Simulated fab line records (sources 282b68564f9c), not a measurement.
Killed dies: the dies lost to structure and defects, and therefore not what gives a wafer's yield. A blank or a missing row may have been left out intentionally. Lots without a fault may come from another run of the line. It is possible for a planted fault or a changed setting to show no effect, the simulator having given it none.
fab line records / flow rit-cmos
[record] lots = 14 wafers = 42 last-day = 8
route steps=202 shown PRETRO@69
lots untouched by any fault: they come from a run of this same line in which no faults occurred
start-h: start of the lot's first displayed wafer, in hours after the record's first day / wait-h: time in hours since the lot's previous step / " repeats the value in the row above / L1.1+2: several wafers, shown together as one row / - either no value or no given start / * or withheld: withheld / < > ~ a bound
route shown NAME@n: a module of which the file shows steps, and the number in the route of the first / usual: mean/standard deviation of fault-free wafers / same: alike in all rows / chamber/n: place in a boat / sites: readings site by site / _std_site: the standard deviation of these / _edge_site: the outer-site mean with the inner-site mean subtracted / radius-mm: how far each site lies from the wafer's centre / mask NAME#n: copy n / behind: the most recent tool/chamber to have shaped the wafer / hold: what put the lot on hold/how long, in hours/how the hold closed / device: which transistor (n, p or np) failed to switch / end of line: the same wafers' tests at the end of the route / a step given without rows: its recipe and nothing more / killed: not the wafer's yield, but the dies lost to structure and defects at the first sort / map: a wafer's dies, x killed, . not, _ none there
set.NAME: the setting that was run; set.NAME@STEP: the one run at that earlier step / model.NAME: the simulator's own value behind a step, which no gauge read
route steps across a sampled set of lots; one table per step, one row per wafer
[[steps]]
[step RIT_PRETRO_DEVELOP_05]
[recipe] resist = NOVOLAK develop-time-s = 68 dev-temp-c = 23
[usual] chill-plate-temp-C = 23.00/0.11 develop-time-s = 68/0
lot.wafer=L253.2 tool=litho-track-04 chamber=0 start-h=36 wait-h=- chill-plate-temp-C=23.11 develop-time-s=68
lot.wafer=L253.4 tool=litho-track-04 chamber=0 start-h=37 wait-h=- chill-plate-temp-C=22.94 develop-time-s=68
lot.wafer=L253.6 tool=litho-track-04 chamber=0 start-h=37 wait-h=- chill-plate-temp-C=23.04 develop-time-s=68
lot.wafer=L254.1 tool=litho-track-02 chamber=0 start-h=42 wait-h=- chill-plate-temp-C=23.01 develop-time-s=68
lot.wafer=L254.5 tool=litho-track-02 chamber=0 start-h=43 wait-h=- chill-plate-temp-C=23.08 develop-time-s=68
lot.wafer=L254.6 tool=litho-track-02 chamber=0 start-h=43 wait-h=- chill-plate-temp-C=23.00 develop-time-s=68
lot.wafer=L255.2 tool=litho-track-02 chamber=0 start-h=46 wait-h=- chill-plate-temp-C=22.84 develop-time-s=68
lot.wafer=L255.3 tool=litho-track-02 chamber=0 start-h=46 wait-h=- chill-plate-temp-C=22.90 develop-time-s=68
lot.wafer=L255.6 tool=litho-track-02 chamber=0 start-h=46 wait-h=- chill-plate-temp-C=22.95 develop-time-s=68
lot.wafer=L256.1 tool=litho-track-01 chamber=0 start-h=53 wait-h=- chill-plate-temp-C=23.02 develop-time-s=68
lot.wafer=L256.2 tool=litho-track-01 chamber=0 start-h=53 wait-h=- chill-plate-temp-C=22.92 develop-time-s=68
lot.wafer=L256.6 tool=litho-track-01 chamber=0 start-h=53 wait-h=- chill-plate-temp-C=22.94 develop-time-s=68
lot.wafer=L257.2 tool=litho-track-01 chamber=0 start-h=58 wait-h=- chill-plate-temp-C=23.16 develop-time-s=68
lot.wafer=L257.5 tool=litho-track-01 chamber=0 start-h=58 wait-h=- chill-plate-temp-C=23.08 develop-time-s=68
lot.wafer=L257.6 tool=litho-track-01 chamber=0 start-h=58 wait-h=- chill-plate-temp-C=22.99 develop-time-s=68
lot.wafer=L258.1 tool=litho-track-02 chamber=0 start-h=62 wait-h=- chill-plate-temp-C=22.95 develop-time-s=68
lot.wafer=L258.3 tool=litho-track-02 chamber=0 start-h=62 wait-h=- chill-plate-temp-C=23.28 develop-time-s=68
lot.wafer=L258.6 tool=litho-track-02 chamber=0 start-h=62 wait-h=- chill-plate-temp-C=23.21 develop-time-s=68
lot.wafer=L259.1 tool=litho-track-02 chamber=0 start-h=67 wait-h=- chill-plate-temp-C=22.88 develop-time-s=68
lot.wafer=L259.4 tool=litho-track-02 chamber=0 start-h=67 wait-h=- chill-plate-temp-C=22.90 develop-time-s=68
lot.wafer=L259.5 tool=litho-track-02 chamber=0 start-h=67 wait-h=- chill-plate-temp-C=23.03 develop-time-s=68
lot.wafer=L261.1 tool=litho-track-04 chamber=0 start-h=79 wait-h=- chill-plate-temp-C=23.04 develop-time-s=68
lot.wafer=L261.2 tool=litho-track-04 chamber=0 start-h=79 wait-h=- chill-plate-temp-C=23.00 develop-time-s=68
lot.wafer=L261.4 tool=litho-track-04 chamber=0 start-h=79 wait-h=- chill-plate-temp-C=22.73 develop-time-s=68
lot.wafer=L264.1 tool=litho-track-01 chamber=- start-h=92 wait-h=- chill-plate-temp-C=- develop-time-s=-
lot.wafer=L264.4 tool=litho-track-01 chamber=- start-h=92 wait-h=- chill-plate-temp-C=- develop-time-s=-
lot.wafer=L264.6 tool=litho-track-01 chamber=- start-h=92 wait-h=- chill-plate-temp-C=- develop-time-s=-
lot.wafer=L265.1 tool=litho-track-01 chamber=- start-h=98 wait-h=- chill-plate-temp-C=- develop-time-s=-
lot.wafer=L265.4 tool=litho-track-01 chamber=- start-h=98 wait-h=- chill-plate-temp-C=- develop-time-s=-
lot.wafer=L265.5 tool=litho-track-01 chamber=- start-h=98 wait-h=- chill-plate-temp-C=- develop-time-s=-
lot.wafer=L272.2 tool=litho-track-04 chamber=0 start-h=136 wait-h=- chill-plate-temp-C=22.93 develop-time-s=68
lot.wafer=L272.3 tool=litho-track-04 chamber=0 start-h=136 wait-h=- chill-plate-temp-C=23.00 develop-time-s=68
lot.wafer=L272.5 tool=litho-track-04 chamber=0 start-h=136 wait-h=- chill-plate-temp-C=22.98 develop-time-s=68
lot.wafer=L273.4 tool=litho-track-04 chamber=0 start-h=140 wait-h=- chill-plate-temp-C=23.14 develop-time-s=68
lot.wafer=L273.5 tool=litho-track-04 chamber=0 start-h=140 wait-h=- chill-plate-temp-C=23.12 develop-time-s=68
lot.wafer=L273.6 tool=litho-track-04 chamber=0 start-h=140 wait-h=- chill-plate-temp-C=22.93 develop-time-s=68
lot.wafer=L274.1 tool=litho-track-01 chamber=0 start-h=146 wait-h=- chill-plate-temp-C=23.07 develop-time-s=68
lot.wafer=L274.3 tool=litho-track-01 chamber=0 start-h=146 wait-h=- chill-plate-temp-C=23.23 develop-time-s=68
lot.wafer=L274.6 tool=litho-track-01 chamber=0 start-h=146 wait-h=- chill-plate-temp-C=23.09 develop-time-s=68
lot.wafer=L275.3 tool=litho-track-02 chamber=0 start-h=150 wait-h=- chill-plate-temp-C=23.04 develop-time-s=68
lot.wafer=L275.4 tool=litho-track-02 chamber=0 start-h=150 wait-h=- chill-plate-temp-C=22.92 develop-time-s=68
lot.wafer=L275.6 tool=litho-track-02 chamber=0 start-h=150 wait-h=- chill-plate-temp-C=23.06 develop-time-s=68
[[key]]
[first-sign] step = RIT_PRETRO_DEVELOP_05 reading = tool-record direction = missing
effect none on later readings
met-at RIT_PRETRO_DEVELOP_05
struck-lots L264,L265
sort-left-out L264.1,L264.4,L264.6,L265.1,L265.4,L265.5
tester-left-out L264,L265
onset-between 58 92
[fault] kind = skipped-step-whole tool = litho-track-01 chamber = - onset-h = 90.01 steps = RIT_PRETRO_DEVELOP_05 scope = struck-lots-only
// tester-left-out: of these lots the tester's yield and bins aren't shown, on N5 and GAA mostly nor the transistor test; their killed dies are dies lost to structure and defects alone, not to doping, threshold or leakage, so they don't give the yield
// sort-left-out: the simulated sort isn't trusted on such a fault, so these wafers' sort isn't shown, and their yield isn't known
